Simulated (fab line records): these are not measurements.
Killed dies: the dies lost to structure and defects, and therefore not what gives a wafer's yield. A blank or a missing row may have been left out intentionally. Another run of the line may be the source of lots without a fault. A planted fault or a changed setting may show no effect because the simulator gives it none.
fab line records	flow rit_cmos
[record] lots = 5	wafers = 23
route steps=202 shown NWELL@36 PRETRO@72 PLDD@122 NSD@139 PSD@150 SDANNEAL@156 SILICIDE@162 CONTACT@168 M1@192
start_h: hours from the record's first day to the start of the lot's first wafer shown	wait_h: hours elapsed since this lot's preceding step	" as in the row above	L1.1+2: a single row standing in for several wafers	- no value present, or no start provided	* or withheld: withheld	< > ~ a bound
route shown NAME@n: NAME is a module with steps in the file, n the number in the route of the first one	usual: mean/standard deviation taken from wafers without a fault	same: alike in all rows	chamber/n: place in a boat	sites: the reading at each site	_std_site: standard deviation of those values	_edge_site: mean of outer sites minus mean of inner sites	radius_mm: for every site, how far away it sits from the centre of the wafer	mask NAME#n: copy n	behind: the last tool/chamber to shape the wafer	hold: why the lot went on hold/how many hours it stayed there/how the hold came to an end	device: the n, p or np transistor that did not switch	end of line: tests of these same wafers at the route's end	a step with no rows: only its recipe	killed: dies lost to structure and defects at the first sort, not the wafer's yield	map: dies across one wafer; x = killed, . = not, _ = none there
set.NAME: the setting that was run; set.NAME@STEP: the one run at that earlier step	model.NAME: the simulator's own value behind a step, which no gauge read
one table per step and one row per wafer, for lots whose settings were changed on purpose
[[steps]]
[step RIT_NWELL_IMPLANT_08]
[recipe] species = P	energy_kev = 170	dose_cm2 = 5e+13	tilt_deg = 7
lot.wafer	tool	chamber	start_h	wait_h	set.energy_kev	model.implant.rp_nm	model.implant.drp_nm
L080.1+2+6	implanter-04	0	51.82	0.2	176.2	221.9	70.7
L080.4+5	"	0	"	"	170	213.9	68.82
L081.1+3+6	implanter-03	0	55.66	0.2	162.2	205.7	66.49
L081.2+4	"	0	"	"	170	215.9	68.82
L083.1+2+6	implanter-03	0	66.22	0.2	172.8	215.5	69.67
L083.3+5	"	0	"	"	170	211.9	68.82
L084.1+5+6	implanter-03	0	71.12	0.2	162.1	200.8	66.46
L084.2+3	"	0	"	"	170	210.9	68.82
L085.2+3+6	implanter-04	0	75.47	0.2	170	217.3	68.82
[step RIT_PRETRO_IMPLANT_08]
[recipe] species = B	energy_kev = 45	dose_cm2 = 1.2e+13	tilt_deg = 7
lot.wafer	tool	chamber	start_h	wait_h	set.dose_cm2
L080.1+2	implanter-04	0	61.99	0.2	1.2e+13
L080.4+5+6	"	0	"	"	1.127e+13
L081.1+2+6	implanter-02	0	66.10	0.2	1.245e+13
L081.3+4	"	0	"	"	1.2e+13
L083.1+2+3	implanter-04	0	77.23	0.2	1.2e+13
L083.5+6	"	0	"	"	1.176e+13
L084.1+2+6	implanter-02	0	81.47	0.2	1.2e+13
L084.3+5	"	0	"	"	1.134e+13
L085.2+3+6	implanter-04	0	85.70	0.2	1.2e+13
[step RIT_PRETRO_STRIP_09]
[recipe] chemistry = O2	time_s = 180	resist = NOVOLAK	platen_temp_c = withheld	power_w = 500	pressure_mtorr = 4000	o2_flow_sccm = 4000
[step RIT_PRETRO_TW_MEAS_10]
[usual] PRETRO_TW = 476/3.6
lot.wafer	tool	chamber	start_h	wait_h	set.dose_cm2@PRETRO_IMPLANT_08	PRETRO_TW
L080.1	film_metro-03	-	62.31	0.1	1.2e+13	474
L080.2	"	-	"	"	1.2e+13	472
L080.4	"	-	"	"	1.127e+13	465
L080.5	"	-	"	"	1.127e+13	462
L080.6	"	-	"	"	1.127e+13	463
L081.1	film_metro-04	-	66.43	0.1	1.245e+13	488
L081.2	"	-	"	"	1.245e+13	487
L081.3	"	-	"	"	1.2e+13	481
L081.4	"	-	"	"	1.2e+13	482
L081.6	"	-	"	"	1.245e+13	485
L083.1	film_metro-03	-	77.55	0.1	1.2e+13	470
L083.2	"	-	"	"	1.2e+13	471
L083.3	"	-	"	"	1.2e+13	470
L083.5	"	-	"	"	1.176e+13	469
L083.6	"	-	"	"	1.176e+13	467
L084.1	film_metro-02	-	81.80	0.1	1.2e+13	476
L084.2	"	-	"	"	1.2e+13	474
L084.3	"	-	"	"	1.134e+13	469
L084.5	"	-	"	"	1.134e+13	471
L084.6	"	-	"	"	1.2e+13	479
L085.2	film_metro-04	-	86.01	0.1	1.2e+13	479
L085.3	"	-	"	"	1.2e+13	477
L085.6	"	-	"	"	1.2e+13	475
[step RIT_PLDD_IMPLANT_08]
[recipe] species = BF2	energy_kev = 20	dose_cm2 = 9e+14	tilt_deg = 7
lot.wafer	tool	chamber	start_h	wait_h	set.energy_kev	model.implant.rp_nm	model.implant.drp_nm
L080.1+2+4+5+6	implanter-03	0	73.27	0.1	20	17.75	9.752
L081.1+3	implanter-02	0	77.68	0.1	20	16.68	9.752
L081.2+4+6	"	0	"	"	19.25	16.19	9.493
L083.1+2	implanter-02	0	89.08	0.1	21.03	18.18	10.1
L083.3+5+6	"	0	"	"	20	17.48	9.752
L084.1+3+6	implanter-03	0	97.74	0.1	20	18.13	9.752
L084.2+5	"	0	"	"	20.94	18.79	10.07
L085.2+3+6	implanter-03	0	101.01	0.1	20	17.09	9.752
[step RIT_PLDD_STRIP_09]
[recipe] chemistry = O2	time_s = 180	resist = NOVOLAK	platen_temp_c = withheld	power_w = 500	pressure_mtorr = 4000	o2_flow_sccm = 4000
[step RIT_PLDD_TW_MEAS_10]
[usual] PLDD_TW = 2337/16
lot.wafer	tool	chamber	start_h	wait_h	set.energy_kev@PLDD_IMPLANT_08	PLDD_TW
L080.1	film_metro-01	-	73.59	0.1	20	2335
L080.2	"	-	"	"	20	2334
L080.4	"	-	"	"	20	2327
L080.5	"	-	"	"	20	2330
L080.6	"	-	"	"	20	2334
L081.1	film_metro-01	-	78.01	0.1	20	2336
L081.2	"	-	"	"	19.25	2298
L081.3	"	-	"	"	20	2314
L081.4	"	-	"	"	19.25	2291
L081.6	"	-	"	"	19.25	2298
L083.1	film_metro-02	-	89.40	0.1	21.03	2382
L083.2	"	-	"	"	21.03	2379
L083.3	"	-	"	"	20	2351
L083.5	"	-	"	"	20	2352
L083.6	"	-	"	"	20	2350
L084.1	film_metro-01	-	98.07	0.1	20	2339
L084.2	"	-	"	"	20.94	2361
L084.3	"	-	"	"	20	2324
L084.5	"	-	"	"	20.94	2369
L084.6	"	-	"	"	20	2330
L085.2	film_metro-01	-	101.32	0.1	20	2324
L085.3	"	-	"	"	20	2321
L085.6	"	-	"	"	20	2324
[step RIT_NSD_IMPLANT_08]
[recipe] species = P	energy_kev = 25	dose_cm2 = 1e+15	tilt_deg = 7
lot.wafer	tool	chamber	start_h	wait_h	set.dose_cm2
L080.1+2+4+5+6	implanter-03	0	77.33	0.1	1e+15
L081.1+3+6	implanter-03	0	81.61	0.1	1e+15
L081.2+4	"	0	"	"	1.067e+15
L083.1+5+6	implanter-03	0	93.14	0.1	1.044e+15
L083.2+3	"	0	"	"	1e+15
L084.1+2	implanter-04	0	102.77	0.1	1.068e+15
L084.3+5+6	"	0	"	"	1e+15
L085.2+3+6	implanter-02	0	105.27	0.1	1e+15
[step RIT_PSD_IMPLANT_08]
[recipe] species = BF2	energy_kev = 27	dose_cm2 = 5e+15	tilt_deg = 7
lot.wafer	tool	chamber	start_h	wait_h	set.dose_cm2
L080.1+5	implanter-04	0	78.75	0.1	5.112e+15
L080.2+4+6	"	0	"	"	5e+15
L081.1+2+6	implanter-04	0	83.16	0.1	5e+15
L081.3+4	"	0	"	"	5.204e+15
L083.1+2+3	implanter-04	0	94.74	0.1	5e+15
L083.5+6	"	0	"	"	4.745e+15
L084.1+2+3+5+6	implanter-02	0	104.32	0.1	5e+15
L085.2+3+6	implanter-02	0	106.90	0.1	5e+15
[step RIT_PSD_STRIP_09]
[recipe] chemistry = O2	time_s = 180	resist = NOVOLAK	platen_temp_c = withheld	power_w = 500	pressure_mtorr = 4000	o2_flow_sccm = 4000
[step RIT_SDANNEAL_RTA_03]
[recipe] temp_c = 1050	time_s = 5	idle_temp_c = 600	ramp_up_c_per_s = 342	ramp_down_c_per_s = 171	cool_to_c = 600	ambient = N2
[step RIT_SDANNEAL_RS_MEAS_05]
[recipe] thk_meas_gauge = four-point-probe
[usual] NSD_RS = 84.51/0.27
lot.wafer	tool	chamber	start_h	wait_h	set.dose_cm2@NSD_IMPLANT_08	NSD_RS[ohm/sq]
L080.1	film_metro-01	-	79.68	0.1	1e+15	84.41
L080.2	"	-	"	"	1e+15	84.82
L080.4	"	-	"	"	1e+15	84.89
L080.5	"	-	"	"	1e+15	84.64
L080.6	"	-	"	"	1e+15	84.31
L081.1	film_metro-03	-	84.09	0.1	1e+15	84.71
L081.2	"	-	"	"	1.067e+15	80.43
L081.3	"	-	"	"	1e+15	84.17
L081.4	"	-	"	"	1.067e+15	80.23
L081.6	"	-	"	"	1e+15	84.58
L083.1	film_metro-03	-	95.67	0.1	1.044e+15	82.00
L083.2	"	-	"	"	1e+15	84.74
L083.3	"	-	"	"	1e+15	84.80
L083.5	"	-	"	"	1.044e+15	82.08
L083.6	"	-	"	"	1.044e+15	81.48
L084.1	film_metro-03	-	105.26	0.1	1.068e+15	79.74
L084.2	"	-	"	"	1.068e+15	79.73
L084.3	"	-	"	"	1e+15	84.23
L084.5	"	-	"	"	1e+15	83.75
L084.6	"	-	"	"	1e+15	84.12
L085.2	film_metro-02	-	107.86	0.1	1e+15	84.22
L085.3	"	-	"	"	1e+15	84.39
L085.6	"	-	"	"	1e+15	84.25
[step RIT_SDANNEAL_RS_MEAS_06]
[recipe] thk_meas_gauge = four-point-probe
[usual] PLDD_RS = 178.7/0.47
lot.wafer	tool	chamber	start_h	wait_h	set.energy_kev@PLDD_IMPLANT_08	PLDD_RS[ohm/sq]
L080.1	film_metro-01	-	79.80	0.1	20	178.7
L080.2	"	-	"	"	20	179.0
L080.4	"	-	"	"	20	179.3
L080.5	"	-	"	"	20	179.5
L080.6	"	-	"	"	20	179.4
L081.1	film_metro-03	-	84.21	0.1	20	178.4
L081.2	"	-	"	"	19.25	180.8
L081.3	"	-	"	"	20	178.3
L081.4	"	-	"	"	19.25	181.1
L081.6	"	-	"	"	19.25	180.6
L083.1	film_metro-03	-	95.79	0.1	21.03	176.3
L083.2	"	-	"	"	21.03	175.3
L083.3	"	-	"	"	20	178.3
L083.5	"	-	"	"	20	178.6
L083.6	"	-	"	"	20	178.7
L084.1	film_metro-03	-	105.38	0.1	20	177.9
L084.2	"	-	"	"	20.94	174.6
L084.3	"	-	"	"	20	177.9
L084.5	"	-	"	"	20.94	174.9
L084.6	"	-	"	"	20	178.0
L085.2	film_metro-02	-	107.98	0.1	20	178.9
L085.3	"	-	"	"	20	179.2
L085.6	"	-	"	"	20	179.2
[step RIT_SILICIDE_SPUTTER_01]
[recipe] material = Ti	target_thk_nm = 30	power_w = 350	chamber_pressure_pa = 0.667	gas = Ar	time_s = 240	substrate_temp_c = 25
lot.wafer	tool	chamber	start_h	wait_h	set.power_w	model.Ti_of_SILICIDE_SPUTTER_01.thk_nm
L080.1	pvd_sputter-04	-	80.06	0.0	350	29.96
L080.2	"	-	"	"	350	29.55
L080.4	"	-	"	"	350	29.85
L080.5	"	-	"	"	330.7	28.4
L080.6	"	-	"	"	330.7	28.52
L081.1	pvd_sputter-03	-	84.46	0.0	350	29.89
L081.2	"	-	"	"	350	29.92
L081.3	"	-	"	"	350	29.93
L081.4	"	-	"	"	350	30.01
L081.6	"	-	"	"	350	29.67
L083.1	pvd_sputter-03	-	96.04	0.0	350	30.19
L083.2	"	-	"	"	384.9	33.02
L083.3	"	-	"	"	350	30.17
L083.5	"	-	"	"	384.9	32.87
L083.6	"	-	"	"	350	30.16
L084.1	pvd_sputter-04	-	105.64	0.0	350	30.2
L084.2	"	-	"	"	350	30.26
L084.3	"	-	"	"	350	30.43
L084.5	"	-	"	"	350	30.34
L084.6	"	-	"	"	350	29.78
L085.2+3	pvd_sputter-02	-	108.21	0.0	350	29.9
L085.6	"	-	"	"	350	29.69
[step RIT_SILICIDE_RS_MEAS_02]
[recipe] thk_meas_gauge = four-point-probe	reads = Ti_of_SILICIDE_SPUTTER_01
[usual] SILICIDE_TI_RS = 47.7/0.51
lot.wafer	tool	chamber	start_h	wait_h	set.power_w@SILICIDE_SPUTTER_01	SILICIDE_TI_RS[ohm/sq]
L080.1	film_metro-04	-	80.21	0.1	350	47.9
L080.2	"	-	"	"	350	48.7
L080.4	"	-	"	"	350	48.1
L080.5	"	-	"	"	330.7	51.3
L080.6	"	-	"	"	330.7	51.1
L081.1	film_metro-04	-	84.61	0.1	350	48.1
L081.2	"	-	"	"	350	48.0
L081.3	"	-	"	"	350	47.9
L081.4	"	-	"	"	350	47.9
L081.6	"	-	"	"	350	48.6
L083.1	film_metro-01	-	96.19	0.1	350	47.6
L083.2	"	-	"	"	384.9	42.5
L083.3	"	-	"	"	350	47.6
L083.5	"	-	"	"	384.9	42.7
L083.6	"	-	"	"	350	47.6
L084.1	film_metro-01	-	105.79	0.1	350	47.6
L084.2	"	-	"	"	350	47.5
L084.3	"	-	"	"	350	47.0
L084.5	"	-	"	"	350	47.3
L084.6	"	-	"	"	350	48.4
L085.2	film_metro-04	-	108.38	0.1	350	48.1
L085.3	"	-	"	"	350	48.1
L085.6	"	-	"	"	350	48.5
[step RIT_SILICIDE_THK_MEAS_03]
[recipe] thk_meas_gauge = xrf	reads = Ti_of_SILICIDE_SPUTTER_01
[usual] SILICIDE_TI_THK = 30.09/0.26
lot.wafer	tool	chamber	start_h	wait_h	set.power_w@SILICIDE_SPUTTER_01	SILICIDE_TI_THK[nm]
L080.1	film_metro-04	-	80.33	0.1	350	30.01
L080.2	"	-	"	"	350	29.44
L080.4	"	-	"	"	350	29.83
L080.5	"	-	"	"	330.7	28.37
L080.6	"	-	"	"	330.7	28.45
L081.1	film_metro-04	-	84.73	0.1	350	29.90
L081.2	"	-	"	"	350	29.90
L081.3	"	-	"	"	350	29.74
L081.4	"	-	"	"	350	29.88
L081.6	"	-	"	"	350	29.62
L083.1	film_metro-01	-	96.31	0.1	350	30.34
L083.2	"	-	"	"	384.9	33.18
L083.3	"	-	"	"	350	30.36
L083.5	"	-	"	"	384.9	33.06
L083.6	"	-	"	"	350	30.21
L084.1	film_metro-01	-	105.91	0.1	350	30.29
L084.2	"	-	"	"	350	30.40
L084.3	"	-	"	"	350	30.52
L084.5	"	-	"	"	350	30.37
L084.6	"	-	"	"	350	30.00
L085.2	film_metro-04	-	108.49	0.1	350	29.75
L085.3	"	-	"	"	350	29.77
L085.6	"	-	"	"	350	29.46
[step RIT_CONTACT_CVD_00]
[recipe] material = SiO2	target_thk_nm = 400	precursor = TEOS	temp_c = 390	time_s = 61	rf_w = 400
lot.wafer	tool	chamber	start_h	wait_h	set.time_s	model.SiO2_of_CONTACT_CVD_00.thk_nm
L080.1	pecvd-02	1	80.56	0.1	61	406.5
L080.2	"	2	"	"	61	400.1
L080.4	"	2	"	"	61	407.6
L080.5	"	0	"	"	61	407.3
L080.6	"	1	"	"	61	408.5
L081.1	pecvd-01	1	84.97	0.1	61	396.9
L081.2	"	0	"	"	64.51	415.1
L081.3	"	2	"	"	61	394.2
L081.4	"	2	"	"	61	395.9
L081.6	"	1	"	"	64.51	421.8
L083.1	pecvd-02	1	96.56	0.1	66.95	441.2
L083.2	"	0	"	"	66.95	439.5
L083.3	"	2	"	"	61	403
L083.5	"	0	"	"	61	401
L083.6	"	2	"	"	61	405
L084.1	pecvd-01	0	106.14	0.1	58.31	376.6
L084.2	"	2	"	"	61	394.2
L084.3	"	1	"	"	61	393.8
L084.5	"	0	"	"	61	398.1
L084.6	"	2	"	"	58.31	378.8
L085.2	pecvd-04	1	108.71	0.0	61	398.1
L085.3	"	2	"	"	61	400.9
L085.6	"	1	"	"	61	400
[step RIT_CONTACT_THK_MEAS_01]
[recipe] reads = SiO2_of_CONTACT_CVD_00
[usual] CONTACT_TEOS_THK = 401/5.1
lot.wafer	tool	chamber	start_h	wait_h	set.time_s@CONTACT_CVD_00	CONTACT_TEOS_THK[nm]
L080.1	film_metro-01	-	80.61	0.0	61	407
L080.2	"	-	"	"	61	400
L080.4	"	-	"	"	61	407
L080.5	"	-	"	"	61	407
L080.6	"	-	"	"	61	408
L081.1	film_metro-02	-	85.02	0.0	61	397
L081.2	"	-	"	"	64.51	415
L081.3	"	-	"	"	61	394
L081.4	"	-	"	"	61	396
L081.6	"	-	"	"	64.51	422
L083.1	film_metro-04	-	96.61	0.0	66.95	441
L083.2	"	-	"	"	66.95	440
L083.3	"	-	"	"	61	403
L083.5	"	-	"	"	61	401
L083.6	"	-	"	"	61	405
L084.1	film_metro-04	-	106.19	0.0	58.31	376
L084.2	"	-	"	"	61	395
L084.3	"	-	"	"	61	394
L084.5	"	-	"	"	61	398
L084.6	"	-	"	"	58.31	379
L085.2	film_metro-04	-	108.78	0.0	61	398
L085.3	"	-	"	"	61	401
L085.6	"	-	"	"	61	400
[step RIT_M1_DEVELOP_08]
[recipe] resist = NOVOLAK	develop_time_s = 68	dev_temp_c = 23
lot.wafer	tool	chamber	start_h	wait_h	set.develop_time_s
L080.1+2	litho_track-01	0	-	-	68
L080.4+5+6	"	0	"	"	60.61
L081.1+2	litho_track-01	0	-	-	68
L081.3+4+6	"	0	"	"	74.26
L083.1+2+3+5+6	litho_track-02	0	-	-	68
L084.1+2+3	litho_track-02	0	-	-	72.85
L084.5+6	"	0	"	"	68
L085.2+3+6	litho_track-02	0	-	-	68
[step RIT_M1_CD_MEAS_09]
[recipe] target_cd_nm = 2600
[usual] cd_nm = 2599.9/2
lot.wafer	tool	chamber	start_h	wait_h	set.develop_time_s@M1_DEVELOP_08	cd_nm
L080.1	cd_sem-01	-	84.26	-	68	2601.3
L080.2	"	-	"	"	68	2603.3
L080.4	"	-	"	"	60.61	2610.6
L080.5	"	-	"	"	60.61	2613.8
L080.6	"	-	"	"	60.61	2612.7
L081.1	cd_sem-01	-	88.54	-	68	2598.7
L081.2	"	-	"	"	68	2596.4
L081.3	"	-	"	"	74.26	2590.8
L081.4	"	-	"	"	74.26	2589.5
L081.6	"	-	"	"	74.26	2589.8
L083.1	cd_sem-01	-	100.17	-	68	2599.1
L083.2	"	-	"	"	68	2598.6
L083.3	"	-	"	"	68	2601.2
L083.5	"	-	"	"	68	2601.5
L083.6	"	-	"	"	68	2600.1
L084.1	cd_sem-01	-	110.02	-	72.85	2591.5
L084.2	"	-	"	"	72.85	2595.0
L084.3	"	-	"	"	72.85	2594.8
L084.5	"	-	"	"	68	2600.6
L084.6	"	-	"	"	68	2597.7
L085.2	cd_sem-01	-	112.61	-	68	2599.8
L085.3	"	-	"	"	68	2599.0
L085.6	"	-	"	"	68	2600.4
[step RIT_M1_HARDBAKE_11]
[recipe] resist = NOVOLAK	temp_c = 140	time_s = 120
[step RIT_M1_STRIP_13]
[recipe] chemistry = nmp	resist = NOVOLAK	temp_c = 80	time_s = 600	dry = n2_spin
[step RIT_M1_STRIP_14]
[recipe] chemistry = O2	time_s = 180	platen_temp_c = withheld	power_w = 500	pressure_mtorr = 4000	o2_flow_sccm = 4000
[step RIT_M1_CD_MEAS_90]
[recipe] target_cd_nm = 2600
[usual] cd_nm = 2599.3/2.4
lot.wafer	tool	chamber	start_h	wait_h	set.develop_time_s@M1_DEVELOP_08	cd_nm
L080.1	cd_sem-02	-	85.18	0.1	68	2601.4
L080.2	"	-	"	"	68	2601.6
L080.4	"	-	"	"	60.61	2610.5
L080.5	"	-	"	"	60.61	2612.6
L080.6	"	-	"	"	60.61	2611.9
L081.1	cd_sem-02	-	89.46	0.1	68	2597.8
L081.2	"	-	"	"	68	2596.8
L081.3	"	-	"	"	74.26	2590.3
L081.4	"	-	"	"	74.26	2588.8
L081.6	"	-	"	"	74.26	2589.6
L083.1	cd_sem-01	-	101.09	0.1	68	2598.4
L083.2	"	-	"	"	68	2598.4
L083.3	"	-	"	"	68	2599.9
L083.5	"	-	"	"	68	2599.8
L083.6	"	-	"	"	68	2600.0
L084.1	cd_sem-02	-	110.99	0.1	72.85	2592.8
L084.2	"	-	"	"	72.85	2595.4
L084.3	"	-	"	"	72.85	2595.6
L084.5	"	-	"	"	68	2602.1
L084.6	"	-	"	"	68	2597.5
L085.2	cd_sem-02	-	113.53	0.1	68	2600.1
L085.3	"	-	"	"	68	2599.1
L085.6	"	-	"	"	68	2598.4
[[key]]
[split] step = RIT_NWELL_IMPLANT_08	setting = energy_kev	stated = 170	by = wafer
[response] step = RIT_NWELL_IMPLANT_08	reading = model.implant.rp_nm	change = +2.19	per = 1%	r = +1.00
[response] step = RIT_NWELL_IMPLANT_08	reading = model.implant.drp_nm	change = +0.511	per = 1%	r = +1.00
[split] step = RIT_PRETRO_IMPLANT_08	setting = dose_cm2	stated = 1.2e+13	by = wafer
[response] step = RIT_PRETRO_TW_MEAS_10	reading = PRETRO_TW	change = +1.38	per = 1%	r = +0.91
[split] step = RIT_PLDD_IMPLANT_08	setting = energy_kev	stated = 20	by = wafer
[response] step = RIT_PLDD_IMPLANT_08	reading = model.implant.rp_nm	change = +0.136	per = 1%	r = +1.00
[response] step = RIT_PLDD_IMPLANT_08	reading = model.implant.drp_nm	change = +0.0682	per = 1%	r = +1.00
[response] step = RIT_PLDD_TW_MEAS_10	reading = PLDD_TW	change = +6.73	per = 1%	r = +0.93
[response] step = RIT_SDANNEAL_RS_MEAS_06	reading = PLDD_RS	change = -0.616	per = 1%	r = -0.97
[split] step = RIT_NSD_IMPLANT_08	setting = dose_cm2	stated = 1e+15	by = wafer
[response] step = RIT_SDANNEAL_RS_MEAS_05	reading = NSD_RS	change = -0.633	per = 1%	r = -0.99
[split] step = RIT_PSD_IMPLANT_08	setting = dose_cm2	stated = 5e+15	by = wafer
response none clear
[split] step = RIT_SILICIDE_SPUTTER_01	setting = power_w	stated = 350	by = wafer
[response] step = RIT_SILICIDE_SPUTTER_01	reading = model.Ti_of_SILICIDE_SPUTTER_01.thk_nm	change = +0.269	per = 1%	r = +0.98
[response] step = RIT_SILICIDE_RS_MEAS_02	reading = SILICIDE_TI_RS	change = -0.507	per = 1%	r = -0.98
[response] step = RIT_SILICIDE_THK_MEAS_03	reading = SILICIDE_TI_THK	change = +0.274	per = 1%	r = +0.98
[split] step = RIT_CONTACT_CVD_00	setting = time_s	stated = 61	by = wafer
[response] step = RIT_CONTACT_CVD_00	reading = model.SiO2_of_CONTACT_CVD_00.thk_nm	change = +3.88	per = 1%	r = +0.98
[response] step = RIT_CONTACT_THK_MEAS_01	reading = CONTACT_TEOS_THK	change = +3.88	per = 1%	r = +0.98
[split] step = RIT_M1_DEVELOP_08	setting = develop_time_s	stated = 68	by = wafer
[response] step = RIT_M1_CD_MEAS_09	reading = cd_nm	change = -0.858	per = 1%	r = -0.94
[response] step = RIT_M1_CD_MEAS_90	reading = cd_nm	change = -0.865	per = 1%	r = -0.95
